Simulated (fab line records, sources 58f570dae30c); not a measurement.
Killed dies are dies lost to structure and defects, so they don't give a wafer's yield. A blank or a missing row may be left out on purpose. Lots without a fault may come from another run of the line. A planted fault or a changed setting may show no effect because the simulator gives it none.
Which tool did it? | flow berkeley_cmos170 | 7 lots, 21 wafers sampled, at 3 steps of a route of 331

WHAT THE GAUGES READ, wafer by wafer
UCB170_SDANNEAL_RS_MEAS_03: measures by four-point-probe.
lot  | measured     | on            | NSD_RS (ohm/sq)
L892 | day 8 04:49  | film_metro-02 | 37.13 37.11 37.13
L889 | day 8 05:17  | film_metro-02 | 37.23 37.19 37.20
L895 | day 8 14:05  | film_metro-02 | 37.21 37.25 37.21
L897 | day 8 21:38  | film_metro-04 | 37.31 37.32 37.39
L900 | day 10 06:05 | film_metro-04 | 37.15 37.09 37.24
L905 | day 10 08:22 | film_metro-03 | 37.26 37.17 37.38
L910 | day 11 23:43 | film_metro-02 | 37.28 37.09 37.24

WHICH TOOL RAN EACH LOT (tool, then ch and the chambers of the sampled wafers, then the start)
lot  | UCB170_NLDD_IMPLANT_08          | UCB170_NLDD_STRIP_10
L892 | implanter-03 ch 0, day 7 13:38  | plasma_asher-03 ch 0,1, day 7 13:56
L889 | implanter-01 ch 0, day 7 14:14  | plasma_asher-02 ch 0,1, day 7 14:32
L895 | implanter-02 ch 0, day 8 01:32  | plasma_asher-02 ch 1, day 8 01:48
L897 | implanter-02 ch 0, day 8 12:40  | plasma_asher-02 ch 0,1, day 8 12:58
L900 | implanter-01 ch 0, day 9 19:18  | plasma_asher-01 ch 0,1, day 9 19:34
L905 | implanter-03 ch 0, day 9 22:20  | plasma_asher-01 ch 0,1, day 9 22:38
L910 | implanter-03 ch 0, day 11 12:35 | plasma_asher-03 ch 0,1, day 11 12:53
- UCB170_NLDD_IMPLANT_08
- UCB170_NLDD_STRIP_10: strips in O2.

THE ANSWER, worked out from the rows above alone
Rule: what is usual is taken from the lots themselves. Put in order of their means at a reading, lots are off if they are a third of the lots or fewer, leave a main group of 4 or more, and stand apart from it by a gap of 3 or more times the standard deviation of the main group's means; of several such gaps the widest counts. A main group whose means are all the same, to the digits that the tables above print for the reading, isn't used. A lot without any number at a reading at which 4 lots or more have one is off too. The other lots that the step has rows for count as sound.
No lot is off at any reading shown: from this, nothing can be told.

WHAT THE SIMULATOR HAD PUT IN
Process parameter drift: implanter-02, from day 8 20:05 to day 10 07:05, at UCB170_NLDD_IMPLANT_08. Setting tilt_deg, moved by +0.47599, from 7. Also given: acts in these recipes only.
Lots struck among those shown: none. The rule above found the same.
